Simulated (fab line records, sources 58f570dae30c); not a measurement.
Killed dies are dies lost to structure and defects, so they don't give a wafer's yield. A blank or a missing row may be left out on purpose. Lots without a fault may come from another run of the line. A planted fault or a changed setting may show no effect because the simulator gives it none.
A struck lot beside a sound one | flow berkeley_cmos170 | 17 steps out of a route of 331
Sound: wafers L468.1, L468.4, L468.5. Struck: wafers L480.1, L480.3, L480.6. The cause comes at the end.
At each step with rows: each side's tool, then ch and its chambers, then its first start. Under that, the readings that differ: sound wafers | struck wafers | difference of the means | sigmas: that difference in standard deviations of wafers without a fault.
alike: readings whose means differ by less than 2 such deviations, and words and numbers that are the same on both sides. not compared: withheld readings, readings that some wafer has no value for, bounds like >300 that may hide the same value, and numbers for which the record gives no deviation and whose values overlap.
The two part at a step that has a row with sigmas, a row that says differs or no value, or rows on one side only. Numbers that don't overlap but have no deviation are shown without sigmas and don't part them. A reading that every wafer of one side lacks parts them only if that side has two wafers or more.

UCB170_NVT_OVL_MEAS_06:
  sound on overlay-01, day 6 14:27; struck on overlay-01, day 10 07:58
  alike: NVT_OVL
then, 1 step without rows for these wafers: UCB170_NVT_IMPLANT_07.
UCB170_NVT_STRIP_08: strips in O2.
  sound on plasma_asher-04 ch 0,1, day 6 14:38; struck on plasma_asher-01 ch 0, day 10 08:10
  alike: drypump_motor_current_A, oes_product_au, strip_time_to_endpoint_s
  not compared: rf_hours_counter_h
UCB170_NVT_TW_MEAS_09:
  sound on film_metro-01, day 6 14:44; struck on film_metro-03, day 10 08:16
  alike: NVT_TW
then, 7 steps without rows for these wafers: UCB170_NVT_CLEAN_10 (cleans in SPM, time 600 s); UCB170_PVT_HMDS_00 (prime time 60 s); UCB170_PVT_COAT_01 (resist thk 900 nm); UCB170_PVT_SOFTBAKE_02 (time 60 s); UCB170_PVT_EXPOSE_03 (exposes mask NWELL, target cd 3000 nm); UCB170_PVT_PEB_04; UCB170_PVT_DEVELOP_05 (develop time 45 s).
UCB170_PVT_OVL_MEAS_06:
  sound on overlay-01, day 6 17:31; struck on overlay-01, day 10 10:28
  alike: PVT_OVL
UCB170_PVT_IMPLANT_07:
  sound on implanter-02 ch 0, day 6 17:34; struck on implanter-04 ch 0, day 10 10:49
  alike: beam_energy_keV, tilt_deg
UCB170_PVT_STRIP_08: strips in O2.
  sound on plasma_asher-04 ch 0, day 6 17:43; struck on plasma_asher-04 ch 0,1, day 10 10:58
  reading                      | sound             | struck            | difference | sigmas
  strip_time_to_endpoint_s (s) | 21.51 21.50 21.54 | 21.65 21.66 21.68 | +0.15      | +2
  alike: drypump_motor_current_A, oes_product_au
  not compared: rf_hours_counter_h
UCB170_PVT_TW_MEAS_09:
  sound on film_metro-04, day 6 17:49; struck on film_metro-03, day 10 11:04
  reading | sound       | struck      | difference | sigmas
  PVT_TW  | 508 506 506 | 633 637 634 | +128       | +40
then, 1 step without rows for these wafers: UCB170_GATE_WET_ETCH_00 (etches SiO2 in dHF, time 200 s).
-- the record jumps here: 2 days lie between the struck wafers' starts before and after (it left off in module GATE and takes up again in module M3, whose first step shown is number 331 of the route) --
UCB170_M3_PROBE_99:
  the record has rows for the struck wafers here (prober-02, day 12 17:35) and none for the sound ones

WHERE THEY PART
First at UCB170_PVT_STRIP_08; last, within this record, at UCB170_M3_PROBE_99.

WHY: what the simulator had put in
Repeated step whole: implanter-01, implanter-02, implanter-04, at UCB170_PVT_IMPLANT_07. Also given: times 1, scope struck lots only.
